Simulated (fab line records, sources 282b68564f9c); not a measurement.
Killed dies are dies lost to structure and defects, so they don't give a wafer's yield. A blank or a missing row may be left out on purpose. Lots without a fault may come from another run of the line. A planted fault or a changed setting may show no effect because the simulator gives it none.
Which tool did it? | flow rit_cmos | 7 lots, 21 wafers sampled, at 2 steps of a route of 202

WHAT THE GAUGES READ, wafer by wafer
RIT_ACTIVE_THK_MEAS_04.
lot  | measured    | on            | ACTIVE_NITRIDE_THK (nm)
L587 | day 1 23:32 | film_metro-02 | 152.8 152.7 152.2
L589 | day 2 10:05 | film_metro-01 | 150.7 150.5 151.6
L591 | day 2 22:32 | film_metro-01 | 151.9 152.2 153.0
L593 | day 3 05:32 | film_metro-02 | 152.6 151.6 151.8
L595 | day 3 16:25 | film_metro-01 | 151.3 150.6 151.8
L602 | day 5 02:32 | film_metro-04 | 150.5 152.0 150.9
L605 | day 5 17:51 | film_metro-04 | 104.7 104.2 103.9

WHICH TOOL RAN EACH LOT (tool, then ch and the chambers of the sampled wafers, then the start)
lot  | RIT_ACTIVE_CVD_03
L587 | lpcvd-01 ch 0, day 1 22:07
L589 | lpcvd-01 ch 1, day 2 08:40
L591 | lpcvd-01 ch 0, day 2 21:07
L593 | lpcvd-02 ch 0, day 3 04:07
L595 | lpcvd-01 ch 0, day 3 14:17
L602 | lpcvd-01 ch 1, day 5 01:07
L605 | lpcvd-01 ch 1, day 5 16:26
- RIT_ACTIVE_CVD_03: deposits Si3N4 from SiH2Cl2/NH3, target thk 150 nm, time 1500 s.

THE ANSWER, worked out from the rows above alone
Rule: what is usual is taken from the lots themselves. Put in order of their means at a reading, lots are off if they are a third of the lots or fewer, leave a main group of 4 or more, and stand apart from it by a gap of 3 or more times the standard deviation of the main group's means; of several such gaps the widest counts. A main group whose means are all the same, to the digits that the tables above print for the reading, isn't used. A lot without any number at a reading at which 4 lots or more have one is off too. The other lots that the step has rows for count as sound.
Off: L605, at RIT_ACTIVE_THK_MEAS_04 (ACTIVE_NITRIDE_THK). The main group: mean 151.7 nm, standard deviation 0.63.
A tool fits if, at a process step before that reading, it ran every lot that is off, and no sound lot after the first of them. The gauges at RIT_ACTIVE_THK_MEAS_04 are tried like those tools. Can't be told from this: 2 tools fit, lpcvd-01 at RIT_ACTIVE_CVD_03, film_metro-04 at RIT_ACTIVE_THK_MEAS_04.

WHAT THE SIMULATOR HAD PUT IN
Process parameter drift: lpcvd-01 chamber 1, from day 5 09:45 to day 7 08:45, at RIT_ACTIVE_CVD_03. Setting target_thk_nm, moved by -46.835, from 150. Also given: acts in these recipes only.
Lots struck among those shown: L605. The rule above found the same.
